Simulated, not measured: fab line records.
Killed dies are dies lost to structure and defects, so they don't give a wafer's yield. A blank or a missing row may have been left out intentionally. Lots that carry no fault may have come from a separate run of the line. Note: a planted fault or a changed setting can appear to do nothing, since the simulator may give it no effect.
A struck lot beside a sound one	flow berkeley_cmos170	15 steps out of a route of 331
Sound: the wafers L731.3, L731.5, L731.6. The struck wafers were L741.1, L741.3, L741.5. The cause is named last.
At each step with rows: each side's tool, then ch and its chambers, then its first start. Under that, the readings that differ: sound wafers	struck wafers	difference of the means	sigmas: that difference in standard deviations of wafers without a fault.
alike: readings whose means differ by less than 2 such deviations, and words and numbers that are the same on both sides. not compared: withheld readings, readings that some wafer has no value for, bounds like >300 that may hide the same value, and numbers for which the record gives no deviation and whose values overlap.
The two part at a step that has a row with sigmas, a row that says differs or no value, or rows on one side only. Numbers that don't overlap but have no deviation are shown without sigmas and don't part them. A reading that every wafer of one side lacks parts them only if that side has two wafers or more.

first, 1 step without rows for these wafers: UCB170_PVT_DEVELOP_05 (develop time 45 s).
UCB170_PVT_OVL_MEAS_06:
  struck on overlay-02, day 10 00:28; sound on overlay-01, day 8 05:21
  alike: PVT_OVL
then, 1 step without rows for these wafers: UCB170_PVT_IMPLANT_07.
UCB170_PVT_STRIP_08: strips in O2.
  sound on plasma_asher-01 ch 0,1, day 8 05:33; struck on plasma_asher-04 ch 0,1, day 10 00:40
reading	sound	struck	difference	sigmas
strip_time_to_endpoint_s (s)	21.62 21.57 21.60	21.74 21.72 21.75	+0.14	+2
  alike: drypump_motor_current_A, oes_product_au
  not compared: rf_hours_counter_h
UCB170_PVT_TW_MEAS_09:
  struck on film_metro-02, day 10 00:46; sound on film_metro-02, day 8 05:38
  alike: PVT_TW
then, 1 step without rows for these wafers: UCB170_GATE_WET_ETCH_00 (etches SiO2 in dHF, time 200 s).
UCB170_FIELD_THK_MEAS_91:
  struck on film_metro-04, day 10 00:54; sound on film_metro-04, day 8 05:46
  alike: FIELD_OXIDE_LEFT_2_THK
then, 1 step without rows for these wafers: UCB170_GATE_OXIDATION_01 (target thk 6.6 nm, ox time 1800 s).
UCB170_GATE_THK_MEAS_02:
  struck on film_metro-01, day 10 09:42; sound on film_metro-03, day 8 12:49
  alike: GATE_OXIDE_THK
then, 2 steps without rows for these wafers: UCB170_GATE_ANNEAL_03 (time 1800 s); UCB170_GATE_CVD_04 (deposits poly-Si from SiH4, time 1440 s, target thk 214 nm).
UCB170_GATE_THK_MEAS_05:
  struck on film_metro-03, day 10 21:45; sound on film_metro-04, day 9 00:01
  alike: GATE_POLY_THK
UCB170_GATE_COAT_06:
  sound on litho_track-01 ch 0, day 9 00:29; struck on litho_track-01 ch 0, day 10 22:02
reading	sound	struck	difference	sigmas
spin_speed_rpm (rpm)	2999.1 3001.4 3003.3	2933.2 2936.4 2935.1	-66.4	-32
  alike: dispense_pressure_kPa
then, 2 steps without rows for these wafers: UCB170_GATE_COAT_07 (resist thk 900 nm); UCB170_M3_PROBE_99.

## WHERE THEY PART
At UCB170_PVT_STRIP_08 first; at UCB170_GATE_COAT_06 last (within this record only).

WHY: what had been put in by the simulator
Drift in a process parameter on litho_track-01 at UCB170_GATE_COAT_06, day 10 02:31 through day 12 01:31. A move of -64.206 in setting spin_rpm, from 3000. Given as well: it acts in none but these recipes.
